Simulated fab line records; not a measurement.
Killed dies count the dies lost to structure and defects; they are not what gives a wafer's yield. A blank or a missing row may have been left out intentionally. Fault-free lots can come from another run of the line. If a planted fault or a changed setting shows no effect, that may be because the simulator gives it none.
Problem report, 8D (eight disciplines) form, completed by code    flow berkeleyCmos170    the parts of the form that need people (team, actions taken, sign-off) are left out

== 1. WHAT WENT WRONG ==
beamEnergyKeV at UCB170_PFIELD_IMPLANT_07 reads a mean of 84.805 on 6 wafers of 2 lots; wafers without a fault read 79.998 with a standard deviation of 0.028. So: +99 or more standard deviations from the usual mean.
First seen on wafer L612.2, day 7 11:50, on implanter-04. At this step, 42 wafers from 14 lots have a number in the record. Rule for "out" (also "out of limits"): further than 4 standard deviations from the usual mean. The other wafers with a number count as sound.

== 2. WHAT IT IS; WHAT IT IS NOT ==
question                     is                      is not
which readings at this step  beamEnergyKeV           -
which lots                   L612, L613              L601, L602, L603, L605, L607, L609, L610, L614, L615, L619, L621, L623
which wafers of those lots   all that have a number  -
read on which tools          implanter-04            implanter-01, implanter-03
when                         from day 7 11:50        up to then (21 sound wafers); but 15 sound wafers of L614, L615, L619, L621, L623 came after

== 3. THE SUSPECTS, EACH WITH WHAT RULES IT OUT ==
Counting: a tool at any process step up to the reading remains a suspect when it ran all the lots that are out and ran no sound lot after the first of those.
- implanter-04 at UCB170_PFIELD_IMPLANT_07: kept. Every lot that is out went through it, starting with L612 (day 7 11:50), and after that it ran no sound lot; the last sound lot it ran before then is L610 (day 6 23:08). On those wafers its own readings are out: beamEnergyKeV.
Left after counting: implanter-04 at UCB170_PFIELD_IMPLANT_07.

== 4. THE CAUSE (what the simulator had put in) ==
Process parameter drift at UCB170_PFIELD_IMPLANT_07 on implanter-04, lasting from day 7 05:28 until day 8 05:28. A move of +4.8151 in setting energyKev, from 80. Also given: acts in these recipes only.
After counting, this tool was the only one left.

== 5. THE EFFECT CHAIN, in route order ==
One row per reading whose mean, taken over the struck wafers that have a number, lies over 3 standard deviations from the usual. Only readings for which the record gives a usual standard deviation are gone through. hours: the time from each lot's start at the first step in this table that gives one to its start at this step, as a median over the lots. sigmas: the change in usual standard deviations.
hours  step                      reading        usual   on struck wafers  change  sigmas
0      UCB170_PFIELD_IMPLANT_07  beamEnergyKeV  79.998  84.805            +4.807  +99 or more
Process steps it contains:
- UCB170_PFIELD_IMPLANT_07
Later measuring or inspecting steps at which every struck wafer that the step has a row for has a number for every such reading, and none has moved that far: UCB170_SCREENOX_THK_MEAS_02.

== 6. WHAT WOULD HAVE CAUGHT IT SOONER ==
6 hours passed between the start of the fault at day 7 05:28 and the first reading out of limits in this record, taken at day 7 11:50.
